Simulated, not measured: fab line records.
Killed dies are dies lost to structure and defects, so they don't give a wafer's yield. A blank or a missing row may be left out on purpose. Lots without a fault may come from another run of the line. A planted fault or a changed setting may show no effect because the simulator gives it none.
Which of the tools did it? || flow rit cmos || 12 lots with 36 wafers sampled at 3 steps, on a route of 202 steps

## WHAT THE GAUGES READ, wafer by wafer
RIT_NWELL_TW_MEAS_10. Usual: NWELL_TW 2138, standard deviation 30.
{"lot": "L568", "measured": "day 1 21:41", "on": "film metro-04", "NWELL_TW": "2164 2168 2160", "flag": ""}
{"lot": "L569", "measured": "day 2 02:04", "on": "film metro-04", "NWELL_TW": "2146 2148 2140", "flag": ""}
{"lot": "L570", "measured": "day 2 08:26", "on": "film metro-01", "NWELL_TW": "2095 2105 2105", "flag": ""}
{"lot": "L578", "measured": "day 4 01:14", "on": "film metro-04", "NWELL_TW": "2012 2018 2019", "flag": "OFF"}
{"lot": "L579", "measured": "day 4 07:32", "on": "film metro-04", "NWELL_TW": "2023 2012 2017", "flag": "OFF"}
{"lot": "L581", "measured": "day 4 21:25", "on": "film metro-04", "NWELL_TW": "2174 2171 2164", "flag": ""}
{"lot": "L582", "measured": "day 4 23:57", "on": "film metro-03", "NWELL_TW": "2131 2137 2134", "flag": ""}
{"lot": "L583", "measured": "day 5 04:55", "on": "film metro-01", "NWELL_TW": "2105 2100 2096", "flag": ""}
{"lot": "L584", "measured": "day 5 07:21", "on": "film metro-04", "NWELL_TW": "2158 2159 2160", "flag": ""}
{"lot": "L587", "measured": "day 5 20:04", "on": "film metro-04", "NWELL_TW": "2169 2164 2168", "flag": ""}
{"lot": "L588", "measured": "day 6 01:26", "on": "film metro-04", "NWELL_TW": "2157 2150 2150", "flag": ""}
{"lot": "L591", "measured": "day 6 18:33", "on": "film metro-03", "NWELL_TW": "2144 2153 2134", "flag": ""}

RIT_WELLDRIVE_RS_MEAS_01: measures by four-point-probe. Usual: NWELL_RS 274.9 ohm/sq, standard deviation 0.76.
{"lot": "L568", "measured": "day 2 04:24", "on": "film metro-01", "NWELL_RS (ohm/sq)": "274.8 274.3 274.3", "flag": ""}
{"lot": "L569", "measured": "day 2 08:53", "on": "film metro-04", "NWELL_RS (ohm/sq)": "274.0 274.0 274.7", "flag": ""}
{"lot": "L570", "measured": "day 2 15:16", "on": "film metro-04", "NWELL_RS (ohm/sq)": "274.3 273.6 274.7", "flag": ""}
{"lot": "L578", "measured": "day 4 09:29", "on": "film metro-04", "NWELL_RS (ohm/sq)": "277.6 278.5 278.0", "flag": "OFF"}
{"lot": "L579", "measured": "day 4 14:46", "on": "film metro-04", "NWELL_RS (ohm/sq)": "278.3 278.3 277.9", "flag": "OFF"}
{"lot": "L581", "measured": "day 5 04:07", "on": "film metro-01", "NWELL_RS (ohm/sq)": "274.9 275.4 275.2", "flag": ""}
{"lot": "L582", "measured": "day 5 06:56", "on": "film metro-01", "NWELL_RS (ohm/sq)": "276.2 276.3 275.8", "flag": ""}
{"lot": "L583", "measured": "day 5 11:46", "on": "film metro-03", "NWELL_RS (ohm/sq)": "274.8 274.8 275.4", "flag": ""}
{"lot": "L584", "measured": "day 5 14:09", "on": "film metro-03", "NWELL_RS (ohm/sq)": "276.0 276.1 276.8", "flag": ""}
{"lot": "L587", "measured": "day 6 02:53", "on": "film metro-01", "NWELL_RS (ohm/sq)": "274.2 275.1 275.4", "flag": ""}
{"lot": "L588", "measured": "day 6 08:10", "on": "film metro-04", "NWELL_RS (ohm/sq)": "275.4 274.8 273.7", "flag": ""}
{"lot": "L591", "measured": "day 7 01:23", "on": "film metro-04", "NWELL_RS (ohm/sq)": "274.1 273.9 274.6", "flag": ""}

## EACH LOT AND THE TOOL THAT RAN IT (in order: tool; ch and the chambers of the sampled wafers; start)
{"lot": "L568", "RIT_NWELL_IMPLANT_08": "implanter-04 ch 0, day 1 21:22"}
{"lot": "L569", "RIT_NWELL_IMPLANT_08": "implanter-04 ch 0, day 2 01:45"}
{"lot": "L570", "RIT_NWELL_IMPLANT_08": "implanter-04 ch 0, day 2 08:08"}
{"lot": "L578", "RIT_NWELL_IMPLANT_08": "implanter-03 ch 0, day 4 00:57"}
{"lot": "L579", "RIT_NWELL_IMPLANT_08": "implanter-03 ch 0, day 4 07:13"}
{"lot": "L581", "RIT_NWELL_IMPLANT_08": "implanter-02 ch 0, day 4 21:07"}
{"lot": "L582", "RIT_NWELL_IMPLANT_08": "implanter-02 ch 0, day 4 23:38"}
{"lot": "L583", "RIT_NWELL_IMPLANT_08": "implanter-04 ch 0, day 5 04:36"}
{"lot": "L584", "RIT_NWELL_IMPLANT_08": "implanter-02 ch 0, day 5 07:02"}
{"lot": "L587", "RIT_NWELL_IMPLANT_08": "implanter-04 ch 0, day 5 19:44"}
{"lot": "L588", "RIT_NWELL_IMPLANT_08": "implanter-04 ch 0, day 6 01:09"}
{"lot": "L591", "RIT_NWELL_IMPLANT_08": "implanter-02 ch 0, day 6 18:14"}
- RIT_NWELL_IMPLANT_08

## AS READ BY THE TOOLS THEMSELVES (means over the sampled wafers that have a number; for cases with no such wafer, the mark the record gives instead)
RIT_NWELL_IMPLANT_08. Usual: beam energy keV 170.01, standard deviation 0.051; beam on s 10.01 s, standard deviation 0.22; dose ions cm2 4.999e+13, standard deviation 5.3e+10; end station pressure torr 5.12e-06 Torr, standard deviation 2.8e-07; faraday current uA 158, standard deviation 3.4.
{"lot": "L568", "tool": "implanter-04", "beam energy keV": 169.96, "beam on s (s)": 9.86, "dose ions cm2": 5.001e+13, "end station pressure torr (Torr)": 5.17e-06, "faraday current uA": 160, "flag": ""}
{"lot": "L569", "tool": "implanter-04", "beam energy keV": 170.03, "beam on s (s)": 10.16, "dose ions cm2": 4.999e+13, "end station pressure torr (Torr)": 4.87e-06, "faraday current uA": 155, "flag": ""}
{"lot": "L570", "tool": "implanter-04", "beam energy keV": 170.05, "beam on s (s)": 10.18, "dose ions cm2": 5.005e+13, "end station pressure torr (Torr)": 5.31e-06, "faraday current uA": 156, "flag": ""}
{"lot": "L578", "tool": "implanter-03", "beam energy keV": 119.00, "beam on s (s)": 9.94, "dose ions cm2": 4.997e+13, "end station pressure torr (Torr)": 5.15e-06, "faraday current uA": 159, "flag": "OFF"}
{"lot": "L579", "tool": "implanter-03", "beam energy keV": 118.98, "beam on s (s)": 9.91, "dose ions cm2": 4.991e+13, "end station pressure torr (Torr)": 5.08e-06, "faraday current uA": 160, "flag": "OFF"}
{"lot": "L581", "tool": "implanter-02", "beam energy keV": 169.95, "beam on s (s)": 9.80, "dose ions cm2": 5.000e+13, "end station pressure torr (Torr)": 4.95e-06, "faraday current uA": 162, "flag": ""}
{"lot": "L582", "tool": "implanter-02", "beam energy keV": 170.04, "beam on s (s)": 9.95, "dose ions cm2": 4.994e+13, "end station pressure torr (Torr)": 5.18e-06, "faraday current uA": 160, "flag": ""}
{"lot": "L583", "tool": "implanter-04", "beam energy keV": 169.97, "beam on s (s)": 10.06, "dose ions cm2": 4.998e+13, "end station pressure torr (Torr)": 5.11e-06, "faraday current uA": 158, "flag": ""}
{"lot": "L584", "tool": "implanter-02", "beam energy keV": 169.96, "beam on s (s)": 9.90, "dose ions cm2": 5.005e+13, "end station pressure torr (Torr)": 4.94e-06, "faraday current uA": 161, "flag": ""}
{"lot": "L587", "tool": "implanter-04", "beam energy keV": 170.04, "beam on s (s)": 10.13, "dose ions cm2": 5.002e+13, "end station pressure torr (Torr)": 5.12e-06, "faraday current uA": 156, "flag": ""}
{"lot": "L588", "tool": "implanter-04", "beam energy keV": 170.03, "beam on s (s)": 10.00, "dose ions cm2": 5.000e+13, "end station pressure torr (Torr)": 5.28e-06, "faraday current uA": 158, "flag": ""}
{"lot": "L591", "tool": "implanter-02", "beam energy keV": 170.07, "beam on s (s)": 10.20, "dose ions cm2": 4.994e+13, "end station pressure torr (Torr)": 5.10e-06, "faraday current uA": 156, "flag": ""}

## THE ANSWER, worked out from the rows above alone
Rule: a lot is off if the mean of its wafers that have a number lies more than 3 standard deviations from the usual mean. A lot without any number at a reading at which 4 lots or more have one is off too. All remaining lots with rows at the step are treated as sound. Order of review: gauges by route order, followed by the tools' own readings, for which a lot's mean as printed above is used. The first step at which some lot is off is used, and at that step the reading that is off furthest; a lot without a number counts as furthest.
Off: L578, L579, at RIT_NWELL_TW_MEAS_10 (NWELL_TW).
If a tool, at a process step before that reading, ran all the lots that are off and no sound lot after the first of them, it fits. The gauges at RIT_NWELL_TW_MEAS_10 aren't tried: what is off there is off at RIT_NWELL_IMPLANT_08 too, on other tools, and a gauge's error can't cause that. One fits: implanter-03 at RIT_NWELL_IMPLANT_08. It ran no sound lot before its first lot that is off in this sample, so the start can't be narrowed down.
On the lots that are off, the tool's own readings at RIT_NWELL_IMPLANT_08 differ by more than 5 times the standard deviation of the sound lots' means, which bears it out; beam energy keV reads 118.99 there versus 170.01 on the sound lots.

## WHAT THE SIMULATOR HAD PUT IN
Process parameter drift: implanter-03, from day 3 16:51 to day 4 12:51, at RIT_NWELL_IMPLANT_08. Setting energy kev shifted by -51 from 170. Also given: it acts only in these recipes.
Struck lots among those shown: L578, L579. The same result came from the rule above.
